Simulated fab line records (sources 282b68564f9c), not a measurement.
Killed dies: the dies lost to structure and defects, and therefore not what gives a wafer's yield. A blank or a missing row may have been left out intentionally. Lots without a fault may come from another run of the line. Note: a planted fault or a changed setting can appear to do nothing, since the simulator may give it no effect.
A struck lot beside a sound one :: flow rit-cmos :: 14 out of 202 route steps
Sound: these wafers, L424.2, L424.5, L424.6. Struck: wafers L420.2, L420.4, L420.5. At the end, the cause is stated.
Per side, at each step with rows, come the tool, then ch with its chambers, and then its first start. Under that, the readings that differ: sound wafers :: struck wafers :: difference of the means :: sigmas: that difference in standard deviations of wafers without a fault.
alike: readings whose means differ by less than 2 such deviations, and words and numbers that are the same on both sides. not compared: withheld readings, readings that some wafer has no value for, bounds like >300 that may hide the same value, and numbers for which the record gives no deviation and whose values overlap.
Wherever a step has rows on one side only, a row that says differs or no value, or a row with sigmas, the two part there. When numbers do not overlap yet have no deviation, they are printed without sigmas and do not part them. A reading that every wafer of one side lacks parts them only if that side has two wafers or more.

RIT_PWELL_OVL_MEAS_06:
  struck on overlay-01, day 4 05:04; sound on overlay-01, day 5 00:55
  alike: PWELL_OVL
then, 2 steps without rows for these wafers: RIT_PWELL_HARDBAKE_07 (time 120 s); RIT_PWELL_IMPLANT_08.
RIT_PWELL_STRIP_09: strips in O2, time 180 s.
  sound on plasma-asher-03 ch 0,1, day 5 01:20; struck on plasma-asher-04 ch 0,1, day 4 05:30
  alike: drypump-motor-current-A, rf-refl-power-W
  not compared: rf-hours-counter-h
RIT_PWELL_TW_MEAS_10:
  struck on film-metro-01, day 4 05:41; sound on film-metro-01, day 5 01:32
  alike: PWELL_TW
then, 1 step without rows for these wafers: RIT_WELLDRIVE_ANNEAL_00 (time 14700 s).
RIT_WELLDRIVE_RS_MEAS_01: the measuring method here is four-point-probe.
  struck on film-metro-03, day 4 11:54; sound on film-metro-01, day 5 06:41
  alike: NWELL_RS
RIT_WELLDRIVE_RS_MEAS_02: the measuring method here is four-point-probe.
  struck on film-metro-03, day 4 12:01; sound on film-metro-01, day 5 06:48
  alike: PWELL_RS
then, 4 steps without rows for these wafers: RIT_NRETRO_HMDS_00 (prime time 60 s); RIT_NRETRO_COAT_01 (resist thk 1300 nm); RIT_NRETRO_SOFTBAKE_02 (time 60 s); RIT_NRETRO_EXPOSE_03 (exposes mask M4, target cd 43900 nm).
RIT_NRETRO_PEB_04:
  struck on litho-track-03, day 4 12:50; sound on litho-track-04 ch 0, day 5 07:29
reading: exhaust-pa (Pa)
sound: 44.2 44.5 46.2
struck: - - -
difference: no value on the struck wafers
sigmas: 
  not compared: chill-plate-temp-C
then, 1 step without rows for these wafers: RIT_NRETRO_DEVELOP_05 (develop time 68 s).

== WHERE THEY PART ==
RIT_NRETRO_PEB_04 only, going by this record.

WHY: whatever the simulator had introduced
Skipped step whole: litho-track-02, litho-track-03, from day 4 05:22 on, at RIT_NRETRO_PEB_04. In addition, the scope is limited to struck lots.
